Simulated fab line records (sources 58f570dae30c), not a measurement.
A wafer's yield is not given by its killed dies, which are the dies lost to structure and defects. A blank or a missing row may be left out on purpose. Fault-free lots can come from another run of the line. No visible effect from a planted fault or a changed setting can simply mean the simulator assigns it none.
Split-lot experiment ; flow berkeley_cmos170 ; 5 lots, 23 wafers read, on a route of 331 steps

ON THE SPLIT
At UCB170_M3_PEB_13, the setting peb_temp_c was moved away from the recipe's 130 C on 6 of the 23 wafers read, by -1.2% to +2.5%. All remaining wafers had this setting at the recipe value.

BETWEEN THE SPLIT AND THE READING: the file shows 1 step in between
- UCB170_M3_DEVELOP_14: develop time 45 s

THE READING
cd_nm at UCB170_M3_CD_MEAS_15, given in nm (cd target 700 nm). On this fab line, fault-free wafers typically give 700.6 nm with a standard deviation of 0.98 nm.

wafer;tool, chamber at the split;peb_temp_c as run, C;against the recipe;cd_nm, nm;against lot-mates on the recipe
L074.1;litho_track-03, 0;130;recipe;699.5;-
L074.2;litho_track-03, 0;130;recipe;699.8;-
L074.3;litho_track-03, 0;131.2;+0.9%;692.6;-7.1
L074.4;litho_track-03, 0;131.2;+0.9%;692.2;-7.5
L074.6;litho_track-03, 0;130;recipe;699.7;-
L077.1;litho_track-02, 0;130;recipe;702.3;-
L077.2;litho_track-02, 0;130;recipe;700.6;-
L077.3;litho_track-02, 0;130;recipe;702.0;-
L077.5;litho_track-02, 0;130;recipe;702.1;-
L077.6;litho_track-02, 0;130;recipe;702.3;-
L079.2;litho_track-04, 0;130;recipe;701.7;-
L079.3;litho_track-04, 0;130;recipe;701.4;-
L079.5;litho_track-04, 0;130;recipe;702.1;-
L080.2;litho_track-04, 0;133.3;+2.5%;680.8;-20.7
L080.3;litho_track-04, 0;133.3;+2.5%;681.7;-19.8
L080.4;litho_track-04, 0;130;recipe;701.2;-
L080.5;litho_track-04, 0;130;recipe;702.1;-
L080.6;litho_track-04, 0;130;recipe;701.3;-
L078.1;litho_track-04, 0;130;recipe;701.0;-
L078.2;litho_track-04, 0;128.5;-1.2%;711.8;+11.3
L078.3;litho_track-04, 0;130;recipe;699.9;-
L078.4;litho_track-04, 0;128.5;-1.2%;711.0;+10.5
L078.6;litho_track-04, 0;130;recipe;700.7;-

FIT RESULTS
A straight line over all 23 wafers: cd_nm changes by -8.18 nm for each +1% of peb_temp_c; r = -0.99; the points scatter about the line by 1 nm.
The same after taking each lot's own level away (the mean of its wafers on the recipe; 23 wafers): -8.25 nm for each +1%; r = -1.00; scatter 0.62 nm.
The reading moves by 21 nm for the largest change in peb_temp_c, on that fit.
Across the lots, their own levels run from 699.67 to 701.86 nm, a range of 2.2 times the standard deviation given above.
So the lot-to-lot level changes the slope little: the two slopes agree.
Check: -20.8 nm against its lot-mates is what the line predicts for one of the wafers moved furthest among these (+2.5%) when that wafer is left out of the fit. Against them it came out at -20.7 nm.

OTHER SPLITS ON THESE WAFERS
These wafers also went through other splits before the reading. Each is held against what the fit with the lots' levels taken away leaves over:
other split on the same wafers;wafers away from the commonest value;r with cd_nm (lot level and that fit taken away)
UCB170_NSD_IMPLANT_08 dose_cm2;6;+0.06
UCB170_M1_SPUTTER_00 power_w;6;-0.21
UCB170_V1_ETCH_14 time_s;10;+0.43
UCB170_M2_EXPOSE_12 dose_mj;8;+0.06
UCB170_M2_DEVELOP_14 dev_temp_c;9;+0.22
UCB170_M3_SPUTTER_01 time_s;5;+0.38

THE WHOLE CHAIN: every reading that the file lists as answering this split, in the file's order
step;what it does;reading;change (the file's fit);r (the file's)
UCB170_M3_CD_MEAS_15;target cd 700 nm;cd_nm;-8.2 nm for each +1% of the setting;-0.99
UCB170_M3_ETCH_17;etches BARC in N2/H2;M3.cd_nm (the simulator's own value, which no gauge read);-8.14 nm for each +1% of the setting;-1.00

THE FILE'S OWN FIT
cd_nm changes by -8.2 nm for each +1% of peb_temp_c, r = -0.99.
